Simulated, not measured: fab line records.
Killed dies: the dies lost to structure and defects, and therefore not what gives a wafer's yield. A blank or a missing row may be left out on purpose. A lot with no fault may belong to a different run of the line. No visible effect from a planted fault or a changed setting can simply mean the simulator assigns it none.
Which tool is to blame? || flow berkeley-cmos170 || Sampling: 15 lots, 45 wafers, 6 of 331 route steps

== WHAT EACH GAUGE READ, for each wafer ==
UCB170_PSD_TW_MEAS_10. Usual: PSD_TW gives 2325 (standard deviation 10).
{"lot": "L787", "measured": "day 7 10:32", "on": "film-metro-01", "PSD_TW": "2309 2311 2321", "flag": ""}
{"lot": "L788", "measured": "day 8 00:32", "on": "film-metro-03", "PSD_TW": "2342 2329 2336", "flag": ""}
{"lot": "L791", "measured": "day 8 00:39", "on": "film-metro-02", "PSD_TW": "2316 2331 2320", "flag": ""}
{"lot": "L793", "measured": "day 8 15:20", "on": "film-metro-03", "PSD_TW": "2339 2333 2330", "flag": ""}
{"lot": "L794", "measured": "day 9 00:35", "on": "film-metro-02", "PSD_TW": "2344 2341 2342", "flag": ""}
{"lot": "L798", "measured": "day 10 06:27", "on": "film-metro-02", "PSD_TW": "2313 2323 2319", "flag": ""}
{"lot": "L803", "measured": "day 10 18:07", "on": "film-metro-01", "PSD_TW": "2318 2309 2315", "flag": ""}
{"lot": "L802", "measured": "day 10 18:13", "on": "film-metro-03", "PSD_TW": "2334 2327 2326", "flag": ""}
{"lot": "L801", "measured": "day 10 18:20", "on": "film-metro-03", "PSD_TW": "2336 2333 2337", "flag": ""}
{"lot": "L804", "measured": "day 10 22:59", "on": "film-metro-01", "PSD_TW": "2310 2307 2310", "flag": ""}
{"lot": "L805", "measured": "day 10 23:13", "on": "film-metro-01", "PSD_TW": "2309 2310 2333", "flag": ""}
{"lot": "L806", "measured": "day 11 11:49", "on": "film-metro-01", "PSD_TW": "2336 2320 2319", "flag": ""}
{"lot": "L810", "measured": "day 12 05:10", "on": "film-metro-03", "PSD_TW": "2326 2321 2320", "flag": ""}
{"lot": "L809", "measured": "day 12 05:27", "on": "film-metro-03", "PSD_TW": "2312 2333 2331", "flag": ""}
{"lot": "L808", "measured": "day 12 05:57", "on": "film-metro-02", "PSD_TW": "2329 2315 2324", "flag": ""}

UCB170_CONTACT_CD_MEAS_90: target cd 700 nm. Usual: 700.9 nm for cd-nm, sd 1.7.
{"lot": "L787", "measured": "day 7 21:31", "on": "cd-sem-01", "cd-nm (nm)": "700.0 702.4 701.7", "flag": ""}
{"lot": "L788", "measured": "day 8 11:24", "on": "cd-sem-01", "cd-nm (nm)": "701.7 699.0 701.8", "flag": ""}
{"lot": "L791", "measured": "day 8 11:35", "on": "cd-sem-02", "cd-nm (nm)": "700.4 701.5 700.6", "flag": ""}
{"lot": "L793", "measured": "day 9 03:07", "on": "cd-sem-02", "cd-nm (nm)": "703.9 702.9 703.2", "flag": ""}
{"lot": "L794", "measured": "day 9 08:24", "on": "cd-sem-02", "cd-nm (nm)": "700.7 702.4 701.6", "flag": ""}
{"lot": "L798", "measured": "day 10 14:45", "on": "cd-sem-02", "cd-nm (nm)": "699.3 697.1 700.7", "flag": ""}
{"lot": "L803", "measured": "day 11 02:56", "on": "cd-sem-01", "cd-nm (nm)": "699.4 700.8 699.9", "flag": ""}
{"lot": "L802", "measured": "day 11 07:12", "on": "cd-sem-02", "cd-nm (nm)": "- - -", "flag": "OFF"}
{"lot": "L801", "measured": "day 11 06:55", "on": "cd-sem-01", "cd-nm (nm)": "- - -", "flag": "OFF"}
{"lot": "L804", "measured": "day 11 12:17", "on": "cd-sem-01", "cd-nm (nm)": "- - -", "flag": "OFF"}
{"lot": "L805", "measured": "day 11 12:40", "on": "cd-sem-02", "cd-nm (nm)": "700.4 696.9 697.9", "flag": ""}
{"lot": "L806", "measured": "day 11 20:10", "on": "cd-sem-01", "cd-nm (nm)": "702.5 700.8 698.9", "flag": ""}
{"lot": "L810", "measured": "day 12 14:46", "on": "cd-sem-01", "cd-nm (nm)": "701.9 703.6 704.3", "flag": ""}
{"lot": "L809", "measured": "day 12 15:30", "on": "cd-sem-01", "cd-nm (nm)": "698.9 700.7 701.5", "flag": ""}
{"lot": "L808", "measured": "day 12 17:11", "on": "cd-sem-01", "cd-nm (nm)": "699.4 699.8 700.2", "flag": ""}

UCB170_V1_THK_MEAS_04. Usual: V1_POLISHED_THK gives 999.9 nm (standard deviation 0.96).
{"lot": "L787", "measured": "day 8 02:55", "on": "film-metro-03", "V1_POLISHED_THK (nm)": "998.8 1000.0 1000.0", "flag": ""}
{"lot": "L788", "measured": "day 8 16:07", "on": "film-metro-03", "V1_POLISHED_THK (nm)": "1000.8 1000.1 998.7", "flag": ""}
{"lot": "L791", "measured": "day 8 17:27", "on": "film-metro-04", "V1_POLISHED_THK (nm)": "998.9 998.9 998.9", "flag": ""}
{"lot": "L793", "measured": "day 9 07:12", "on": "film-metro-03", "V1_POLISHED_THK (nm)": "1000.5 1000.8 999.7", "flag": ""}
{"lot": "L794", "measured": "day 9 12:27", "on": "film-metro-01", "V1_POLISHED_THK (nm)": "999.2 999.4 999.4", "flag": ""}
{"lot": "L798", "measured": "day 10 18:43", "on": "film-metro-01", "V1_POLISHED_THK (nm)": "1000.0 1000.4 999.6", "flag": ""}
{"lot": "L803", "measured": "day 11 07:30", "on": "film-metro-04", "V1_POLISHED_THK (nm)": "999.3 999.4 999.2", "flag": ""}
{"lot": "L805", "measured": "day 11 17:56", "on": "film-metro-03", "V1_POLISHED_THK (nm)": "999.2 998.9 999.2", "flag": ""}
{"lot": "L806", "measured": "day 12 00:23", "on": "film-metro-01", "V1_POLISHED_THK (nm)": "999.4 1001.7 1000.2", "flag": ""}
{"lot": "L810", "measured": "day 12 18:45", "on": "film-metro-03", "V1_POLISHED_THK (nm)": "1000.7 1000.6 1001.1", "flag": ""}
{"lot": "L809", "measured": "day 12 20:05", "on": "film-metro-01", "V1_POLISHED_THK (nm)": "1000.0 999.9 998.6", "flag": ""}
{"lot": "L808", "measured": "day 12 21:25", "on": "film-metro-03", "V1_POLISHED_THK (nm)": "999.2 998.7 999.9", "flag": ""}

UCB170_V1_CD_MEAS_12: target cd 700 nm. Usual: 700.0 nm for cd-nm, sd 1.3.
{"lot": "L787", "measured": "day 8 08:01", "on": "cd-sem-02", "cd-nm (nm)": "699.8 699.6 700.6", "flag": ""}
{"lot": "L788", "measured": "day 8 20:09", "on": "cd-sem-01", "cd-nm (nm)": "700.8 700.1 701.9", "flag": ""}
{"lot": "L791", "measured": "day 8 20:26", "on": "cd-sem-01", "cd-nm (nm)": "701.0 700.7 700.6", "flag": ""}
{"lot": "L793", "measured": "day 9 08:25", "on": "cd-sem-01", "cd-nm (nm)": "702.6 701.7 701.7", "flag": ""}
{"lot": "L794", "measured": "day 9 13:37", "on": "cd-sem-02", "cd-nm (nm)": "701.1 700.5 700.8", "flag": ""}
{"lot": "L798", "measured": "day 10 21:06", "on": "cd-sem-02", "cd-nm (nm)": "700.7 700.1 700.3", "flag": ""}
{"lot": "L803", "measured": "day 11 08:56", "on": "cd-sem-01", "cd-nm (nm)": "699.5 700.3 700.2", "flag": ""}
{"lot": "L805", "measured": "day 11 19:23", "on": "cd-sem-01", "cd-nm (nm)": "702.1 700.9 700.0", "flag": ""}
{"lot": "L806", "measured": "day 12 01:48", "on": "cd-sem-02", "cd-nm (nm)": "699.0 699.1 698.1", "flag": ""}
{"lot": "L810", "measured": "day 12 19:50", "on": "cd-sem-02", "cd-nm (nm)": "701.0 700.5 701.4", "flag": ""}
{"lot": "L809", "measured": "day 12 22:35", "on": "cd-sem-02", "cd-nm (nm)": "697.4 698.7 699.1", "flag": ""}
{"lot": "L808", "measured": "day 12 23:33", "on": "cd-sem-02", "cd-nm (nm)": "699.3 699.1 700.0", "flag": ""}

== EACH LOT AND THE TOOL THAT RAN IT (in order: tool; ch and the chambers of the sampled wafers; start) ==
{"lot": "L787", "UCB170_CONTACT_ETCH_17": "rie-diel-01 ch 2,3, day 7 21:14", "UCB170_CONTACT_ETCH_18": "rie-diel-01 ch 2,3, day 7 21:31 or earlier"}
{"lot": "L788", "UCB170_CONTACT_ETCH_17": "rie-diel-04 ch 0,1, day 8 11:07", "UCB170_CONTACT_ETCH_18": "rie-diel-04 ch 0,1, day 8 11:24 or earlier"}
{"lot": "L791", "UCB170_CONTACT_ETCH_17": "rie-diel-03 ch 2,3, day 8 11:19", "UCB170_CONTACT_ETCH_18": "rie-diel-03 ch 2,3, day 8 11:35 or earlier"}
{"lot": "L793", "UCB170_CONTACT_ETCH_17": "rie-diel-03 ch 0,2,3, day 9 02:52", "UCB170_CONTACT_ETCH_18": "rie-diel-03 ch 0,2,3, day 9 03:07 or earlier"}
{"lot": "L794", "UCB170_CONTACT_ETCH_17": "rie-diel-03 ch 0,1,3, day 9 08:08", "UCB170_CONTACT_ETCH_18": "rie-diel-03 ch 0,1,3, day 9 08:24 or earlier"}
{"lot": "L798", "UCB170_CONTACT_ETCH_17": "rie-diel-04 ch 1,2, day 10 14:28", "UCB170_CONTACT_ETCH_18": "rie-diel-04 ch 1,2, day 10 14:45 or earlier"}
{"lot": "L803", "UCB170_CONTACT_ETCH_17": "rie-diel-03 ch 0,2,3, day 11 02:40", "UCB170_CONTACT_ETCH_18": "rie-diel-03 ch 0,2,3, day 11 02:56 or earlier"}
{"lot": "L802", "UCB170_CONTACT_ETCH_17": "rie-diel-04 ch 2,3, day 11 06:55", "UCB170_CONTACT_ETCH_18": "rie-diel-04 ch 2,3, day 11 07:12 or earlier"}
{"lot": "L801", "UCB170_CONTACT_ETCH_17": "rie-diel-03 ch 0,2, day 11 06:38", "UCB170_CONTACT_ETCH_18": "rie-diel-03 ch 0,2, day 11 06:55 or earlier"}
{"lot": "L804", "UCB170_CONTACT_ETCH_17": "rie-diel-03 ch 0,3, day 11 11:58", "UCB170_CONTACT_ETCH_18": "rie-diel-03 ch 0,3, day 11 12:17 or earlier"}
{"lot": "L805", "UCB170_CONTACT_ETCH_17": "rie-diel-01 ch 1,2, day 11 12:25", "UCB170_CONTACT_ETCH_18": "rie-diel-01 ch 1,2, day 11 12:40 or earlier"}
{"lot": "L806", "UCB170_CONTACT_ETCH_17": "rie-diel-03 ch 0,1,2, day 11 19:54", "UCB170_CONTACT_ETCH_18": "rie-diel-03 ch 0,1,2, day 11 20:10 or earlier"}
{"lot": "L810", "UCB170_CONTACT_ETCH_17": "rie-diel-04 ch 0,2,3, day 12 14:29", "UCB170_CONTACT_ETCH_18": "rie-diel-04 ch 0,2,3, day 12 14:46 or earlier"}
{"lot": "L809", "UCB170_CONTACT_ETCH_17": "rie-diel-03 ch 0,3, day 12 15:13", "UCB170_CONTACT_ETCH_18": "rie-diel-03 ch 0,3, day 12 15:30 or earlier"}
{"lot": "L808", "UCB170_CONTACT_ETCH_17": "rie-diel-03 ch 0,1,3, day 12 16:56", "UCB170_CONTACT_ETCH_18": "rie-diel-03 ch 0,1,3, day 12 17:11 or earlier"}
- UCB170_CONTACT_ETCH_17: etches BARC in N2/H2.
- UCB170_CONTACT_ETCH_18: etches PSG in CHF3/CF4/Ar, stops on TiSi2, target depth 840 nm, time 195 s.

== AS READ BY THE TOOLS THEMSELVES (means over the sampled wafers that have a number; for cases with no such wafer, the mark the record gives instead) ==
UCB170_CONTACT_ETCH_17. Usual: bias-w 100.0 W, standard deviation 0.3; chamber-pressure-mTorr 29.998 mTorr, standard deviation 0.028; drypump-motor-current-A 5.6 A, standard deviation 0.35; oes-product-au 1.016 a.u., standard deviation 0.023; throttle-valve-pct 13.38 %, standard deviation 0.15.
{"lot": "L787", "tool": "rie-diel-01", "bias-w (W)": 100.1, "chamber-pressure-mTorr (mTorr)": 29.996, "drypump-motor-current-A (A)": 5.8, "oes-product-au (a.u.)": 1.009, "throttle-valve-pct (%)": 13.37, "flag": ""}
{"lot": "L788", "tool": "rie-diel-04", "bias-w (W)": 100.0, "chamber-pressure-mTorr (mTorr)": 29.996, "drypump-motor-current-A (A)": 5.6, "oes-product-au (a.u.)": 1.012, "throttle-valve-pct (%)": 13.51, "flag": ""}
{"lot": "L791", "tool": "rie-diel-03", "bias-w (W)": 100.2, "chamber-pressure-mTorr (mTorr)": 29.979, "drypump-motor-current-A (A)": 5.3, "oes-product-au (a.u.)": 1.016, "throttle-valve-pct (%)": 13.30, "flag": ""}
{"lot": "L793", "tool": "rie-diel-03", "bias-w (W)": 99.7, "chamber-pressure-mTorr (mTorr)": 29.992, "drypump-motor-current-A (A)": 5.5, "oes-product-au (a.u.)": 1.017, "throttle-valve-pct (%)": 13.39, "flag": ""}
{"lot": "L794", "tool": "rie-diel-03", "bias-w (W)": 100.0, "chamber-pressure-mTorr (mTorr)": 30.008, "drypump-motor-current-A (A)": 5.6, "oes-product-au (a.u.)": 1.017, "throttle-valve-pct (%)": 13.50, "flag": ""}
{"lot": "L798", "tool": "rie-diel-04", "bias-w (W)": 100.3, "chamber-pressure-mTorr (mTorr)": 29.996, "drypump-motor-current-A (A)": 5.5, "oes-product-au (a.u.)": 1.013, "throttle-valve-pct (%)": 13.31, "flag": ""}
{"lot": "L803", "tool": "rie-diel-03", "bias-w (W)": 100.2, "chamber-pressure-mTorr (mTorr)": 30.009, "drypump-motor-current-A (A)": 5.5, "oes-product-au (a.u.)": 1.031, "throttle-valve-pct (%)": 13.40, "flag": ""}
{"lot": "L802", "tool": "rie-diel-04", "bias-w (W)": "-", "chamber-pressure-mTorr (mTorr)": "-", "drypump-motor-current-A (A)": "-", "oes-product-au (a.u.)": "-", "throttle-valve-pct (%)": "-", "flag": "OFF"}
{"lot": "L801", "tool": "rie-diel-03", "bias-w (W)": "-", "chamber-pressure-mTorr (mTorr)": "-", "drypump-motor-current-A (A)": "-", "oes-product-au (a.u.)": "-", "throttle-valve-pct (%)": "-", "flag": "OFF"}
{"lot": "L804", "tool": "rie-diel-03", "bias-w (W)": "-", "chamber-pressure-mTorr (mTorr)": "-", "drypump-motor-current-A (A)": "-", "oes-product-au (a.u.)": "-", "throttle-valve-pct (%)": "-", "flag": "OFF"}
{"lot": "L805", "tool": "rie-diel-01", "bias-w (W)": 99.8, "chamber-pressure-mTorr (mTorr)": 29.989, "drypump-motor-current-A (A)": 5.4, "oes-product-au (a.u.)": 0.993, "throttle-valve-pct (%)": 13.26, "flag": ""}
{"lot": "L806", "tool": "rie-diel-03", "bias-w (W)": 100.2, "chamber-pressure-mTorr (mTorr)": 29.982, "drypump-motor-current-A (A)": 5.8, "oes-product-au (a.u.)": 1.035, "throttle-valve-pct (%)": 13.42, "flag": ""}
{"lot": "L810", "tool": "rie-diel-04", "bias-w (W)": 100.1, "chamber-pressure-mTorr (mTorr)": 30.007, "drypump-motor-current-A (A)": 5.3, "oes-product-au (a.u.)": 1.032, "throttle-valve-pct (%)": 13.37, "flag": ""}
{"lot": "L809", "tool": "rie-diel-03", "bias-w (W)": 100.1, "chamber-pressure-mTorr (mTorr)": 30.019, "drypump-motor-current-A (A)": 5.7, "oes-product-au (a.u.)": 1.042, "throttle-valve-pct (%)": 13.49, "flag": ""}
{"lot": "L808", "tool": "rie-diel-03", "bias-w (W)": 100.1, "chamber-pressure-mTorr (mTorr)": 30.007, "drypump-motor-current-A (A)": 5.6, "oes-product-au (a.u.)": 1.026, "throttle-valve-pct (%)": 13.52, "flag": ""}

UCB170_CONTACT_ETCH_18. Usual: CHF3_flow_sccm 45.03 sccm, standard deviation 0.15; cf4-flow-sccm 14.99 sccm, standard deviation 0.043; drypump-motor-current-A 5.5 A, standard deviation 0.35; oes-product-au 0.887 a.u., standard deviation 0.016; throttle-valve-pct 7.00 %, standard deviation 0.077.
{"lot": "L787", "tool": "rie-diel-01", "CHF3_flow_sccm (sccm)": 45.08, "cf4-flow-sccm (sccm)": 15.02, "drypump-motor-current-A (A)": 5.8, "oes-product-au (a.u.)": 0.886, "throttle-valve-pct (%)": 7.02, "flag": ""}
{"lot": "L788", "tool": "rie-diel-04", "CHF3_flow_sccm (sccm)": 45.03, "cf4-flow-sccm (sccm)": 14.99, "drypump-motor-current-A (A)": 5.6, "oes-product-au (a.u.)": 0.894, "throttle-valve-pct (%)": 7.06, "flag": ""}
{"lot": "L791", "tool": "rie-diel-03", "CHF3_flow_sccm (sccm)": 45.15, "cf4-flow-sccm (sccm)": 15.01, "drypump-motor-current-A (A)": 5.3, "oes-product-au (a.u.)": 0.885, "throttle-valve-pct (%)": 6.95, "flag": ""}
{"lot": "L793", "tool": "rie-diel-03", "CHF3_flow_sccm (sccm)": 44.91, "cf4-flow-sccm (sccm)": 15.01, "drypump-motor-current-A (A)": 5.5, "oes-product-au (a.u.)": 0.891, "throttle-valve-pct (%)": 7.00, "flag": ""}
{"lot": "L794", "tool": "rie-diel-03", "CHF3_flow_sccm (sccm)": 45.09, "cf4-flow-sccm (sccm)": 15.02, "drypump-motor-current-A (A)": 5.6, "oes-product-au (a.u.)": 0.885, "throttle-valve-pct (%)": 7.06, "flag": ""}
{"lot": "L798", "tool": "rie-diel-04", "CHF3_flow_sccm (sccm)": 45.25, "cf4-flow-sccm (sccm)": 15.00, "drypump-motor-current-A (A)": 5.5, "oes-product-au (a.u.)": 0.892, "throttle-valve-pct (%)": 7.00, "flag": ""}
{"lot": "L803", "tool": "rie-diel-03", "CHF3_flow_sccm (sccm)": 44.93, "cf4-flow-sccm (sccm)": 14.98, "drypump-motor-current-A (A)": 5.5, "oes-product-au (a.u.)": 0.891, "throttle-valve-pct (%)": 7.00, "flag": ""}
{"lot": "L802", "tool": "rie-diel-04", "CHF3_flow_sccm (sccm)": 45.04, "cf4-flow-sccm (sccm)": 15.05, "drypump-motor-current-A (A)": 5.2, "oes-product-au (a.u.)": 0.370, "throttle-valve-pct (%)": 6.91, "flag": "OFF"}
{"lot": "L801", "tool": "rie-diel-03", "CHF3_flow_sccm (sccm)": 45.09, "cf4-flow-sccm (sccm)": 15.01, "drypump-motor-current-A (A)": 5.9, "oes-product-au (a.u.)": 0.384, "throttle-valve-pct (%)": 6.98, "flag": "OFF"}
{"lot": "L804", "tool": "rie-diel-03", "CHF3_flow_sccm (sccm)": 45.05, "cf4-flow-sccm (sccm)": 14.96, "drypump-motor-current-A (A)": 5.4, "oes-product-au (a.u.)": 0.371, "throttle-valve-pct (%)": 7.06, "flag": "OFF"}
{"lot": "L805", "tool": "rie-diel-01", "CHF3_flow_sccm (sccm)": 45.00, "cf4-flow-sccm (sccm)": 14.99, "drypump-motor-current-A (A)": 5.4, "oes-product-au (a.u.)": 0.871, "throttle-valve-pct (%)": 6.94, "flag": ""}
{"lot": "L806", "tool": "rie-diel-03", "CHF3_flow_sccm (sccm)": 45.01, "cf4-flow-sccm (sccm)": 14.99, "drypump-motor-current-A (A)": 5.8, "oes-product-au (a.u.)": 0.886, "throttle-valve-pct (%)": 7.00, "flag": ""}
{"lot": "L810", "tool": "rie-diel-04", "CHF3_flow_sccm (sccm)": 45.09, "cf4-flow-sccm (sccm)": 15.01, "drypump-motor-current-A (A)": 5.3, "oes-product-au (a.u.)": 0.895, "throttle-valve-pct (%)": 6.97, "flag": ""}
{"lot": "L809", "tool": "rie-diel-03", "CHF3_flow_sccm (sccm)": 45.10, "cf4-flow-sccm (sccm)": 15.00, "drypump-motor-current-A (A)": 5.7, "oes-product-au (a.u.)": 0.907, "throttle-valve-pct (%)": 7.05, "flag": ""}
{"lot": "L808", "tool": "rie-diel-03", "CHF3_flow_sccm (sccm)": 45.07, "cf4-flow-sccm (sccm)": 14.98, "drypump-motor-current-A (A)": 5.6, "oes-product-au (a.u.)": 0.885, "throttle-valve-pct (%)": 7.07, "flag": ""}

== THE ANSWER, worked out from the rows above alone ==
Rule: a lot is off if the mean of its wafers that have a number lies more than 3 standard deviations from the usual mean. A lot without any number at a reading at which 4 lots or more have one is off too. Where the step has rows for the other lots, those lots are counted as sound. The gauges are gone through in route order, then the tools' own readings, and for those a lot's mean is taken as printed above. At the first step where some lot is off, the reading lying furthest off is the one used; lots without a number count as furthest.
Off: L802, L801, L804, at UCB170_CONTACT_CD_MEAS_90 (cd-nm). Without a number there: L802, L801, L804.
A tool fits if, at a process step before that reading, it ran every lot that is off, and no sound lot after the first of them. Not tried: the gauges at UCB170_CONTACT_CD_MEAS_90; whatever is off there is also off at UCB170_CONTACT_ETCH_17, on other tools, and gauge error can't account for it. Because UCB170_CONTACT_ETCH_18 lacks a start for some lots, the hours and order of its lots are taken from UCB170_CONTACT_CD_MEAS_90. Not one of the candidates tried fits.

== WHAT THE SIMULATOR HAD INSERTED ==
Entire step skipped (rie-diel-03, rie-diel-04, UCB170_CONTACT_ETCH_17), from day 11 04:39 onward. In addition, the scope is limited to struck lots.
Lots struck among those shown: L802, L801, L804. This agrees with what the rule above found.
